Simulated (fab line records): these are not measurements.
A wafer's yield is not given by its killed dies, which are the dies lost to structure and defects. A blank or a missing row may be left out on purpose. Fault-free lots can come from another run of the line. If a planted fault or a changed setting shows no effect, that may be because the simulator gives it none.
A lot that was struck, set against a sound lot    flow rit cmos    27 steps out of a route of 202
Sound: these wafers, L507.2, L507.5, L507.6. Wafers struck: L511.3, L511.5, L511.6. At the end, the cause is stated.
Order at every step that has rows: each side's tool, ch and its chambers, its first start. Under that, the readings that differ: sound wafers    struck wafers    difference of the means    sigmas: that difference in standard deviations of wafers without a fault.
alike: words and numbers the same on both sides, and readings whose means are apart by under 2 such deviations; not compared: readings that were withheld, readings missing a value for some wafer, numbers with overlapping values and no deviation given by the record, and bounds like >300 which may hide the same value.
Wherever a step has rows on one side only, a row that says differs or no value, or a row with sigmas, the two part there. When numbers do not overlap yet have no deviation, they are printed without sigmas and do not part them. A reading that every wafer of one side lacks parts them only if that side has two wafers or more.

RIT_ACTIVE_BOW_MEAS_00:
  sound on film metro-02, day 1 10:01; struck on film metro-01, day 2 06:02
  alike: INCOMING_BOW
then, 1 step without rows for these wafers: RIT_ACTIVE_OXIDATION_01 (target thk 46.8 nm, ox time 3360 s).
RIT_ACTIVE_THK_MEAS_02:
  sound on film metro-01, day 1 12:04; struck on film metro-02, day 2 09:02
  alike: ACTIVE_OXIDE_THK
RIT_ACTIVE_CVD_03: deposits Si3N4 from SiH2Cl2/NH3, target thk 150 nm, time 1500 s.
  sound on lpcvd-02 ch 0, day 1 12:07; struck on lpcvd-02 ch 0, day 2 09:05
reading                                   sound              struck             difference  sigmas
model.Si3N4_of_ACTIVE_CVD_03.thk nm (nm)  152.5 151.9 151.7  185.1 186.1 184.2  +33.1       
RIT_ACTIVE_THK_MEAS_04:
  sound on film metro-01, day 1 13:32; struck on film metro-01, day 2 10:31
reading                  sound              struck             difference  sigmas
ACTIVE_NITRIDE_THK (nm)  152.5 151.8 151.7  185.1 186.1 184.3  +33.2       +22
then, 6 steps without rows for these wafers: RIT_ACTIVE_HMDS_05 (prime time 60 s); RIT_ACTIVE_COAT_06 (resist thk 1000 nm); RIT_ACTIVE_SOFTBAKE_07 (time 60 s); RIT_ACTIVE_EXPOSE_08 (exposes mask M1, target cd 1400 nm); RIT_ACTIVE_PEB_09; RIT_ACTIVE_DEVELOP_10 (develop time 50 s).
RIT_ACTIVE_CD_MEAS_11: target cd 1400 nm.
  sound on cd sem-02, day 1 14:28; struck on cd sem-02, day 2 11:27
  alike: cd nm
then, 1 step without rows for these wafers: RIT_ACTIVE_HARDBAKE_12 (time 60 s).
RIT_ACTIVE_ETCH_13: etches Si3N4 in SF6, stops on SiO2, time 210 s, target depth 210 nm.
  sound on rie diel-02 ch 0,1, day 1 14:43; struck on rie diel-04 ch 2,3, day 2 11:41
reading                             sound              struck             difference  sigmas
oes product au (a.u.)               0.822 0.819 0.819  0.945 0.949 0.935  +0.123      +9
model.ACTIVE.feature depth nm (nm)  152.5 151.9 151.7  185.1 186.1 185.5  +33.5       
model.etch.depth nm (nm)            152.5 151.9 151.7  185.1 186.1 184.2  +33.1       
  alike: drypump motor current A, throttle valve pct
  not compared: rf hours counter h
RIT_ACTIVE_STRIP_14: strips in O2, time 180 s.
  sound on plasma asher-02 ch 0,1, day 1 14:50; struck on plasma asher-04 ch 0,1, day 2 11:52
  alike: drypump motor current A
  not compared: rf hours counter h
RIT_ACTIVE_CD_MEAS_90: target cd 1400 nm.
  sound on cd sem-02, day 1 15:02; struck on cd sem-01, day 2 12:01
  alike: cd nm
then, 4 steps without rows for these wafers: RIT_ACTIVE_CLEAN_15 (cleans in SC1, time 600 s); RIT_ACTIVE_CLEAN_16 (cleans in dHF, time 30 s); RIT_ACTIVE_CLEAN_17 (cleans in SC2, time 600 s); RIT_FOX1_OXIDATION_00 (target thk 350.7 nm, ox time 1130 s).
RIT_FOX1_THK_MEAS_01:
  sound on film metro-01, day 1 19:31; struck on film metro-03, day 2 15:14
  alike: FOX1_OXIDE_THK
then, 2 steps without rows for these wafers: RIT_FOX1_WET_ETCH_02 (etches SiO2 in BOE, target depth 350 nm, time 390 s); RIT_FOX2_OXIDATION_00 (target thk 350.7 nm, ox time 1168 s).
RIT_FOX2_THK_MEAS_01:
  sound on film metro-02, day 1 21:26; struck on film metro-03, day 2 16:44
  alike: FOX2_OXIDE_THK
RIT_FOX2_CLEAN_02: cleans in dHF, time 180 s.
  sound on wet bench-03 ch 2, day 1 21:29; struck on wet bench-04 ch 0, day 2 16:46
reading                                   sound              struck             difference  sigmas
model.Si3N4_of_ACTIVE_CVD_03.thk nm (nm)  133.2 132.5 132.3  165.8 166.8 164.9  +33.2       
then, 1 step without rows for these wafers: RIT_FOX2_WET_ETCH_03 (etches Si3N4 in H3PO4, target depth 195 nm, time 2700 s).
RIT_M1_PROBE_99:
  sound on prober-01, day 3 12:46; struck on prober-01, day 4 10:13
  alike: killed at contacts, killed at front end, killed dies, killed open, killed short

== WHERE THEY PART ==
Last at RIT_ACTIVE_ETCH_13 as far as this record goes, first at RIT_ACTIVE_THK_MEAS_04. Later steps at which nothing parts them and some readings are alike: RIT_ACTIVE_STRIP_14, RIT_ACTIVE_CD_MEAS_90, RIT_FOX1_THK_MEAS_01, RIT_FOX2_THK_MEAS_01, RIT_M1_PROBE_99.

WHY: whatever the simulator had introduced
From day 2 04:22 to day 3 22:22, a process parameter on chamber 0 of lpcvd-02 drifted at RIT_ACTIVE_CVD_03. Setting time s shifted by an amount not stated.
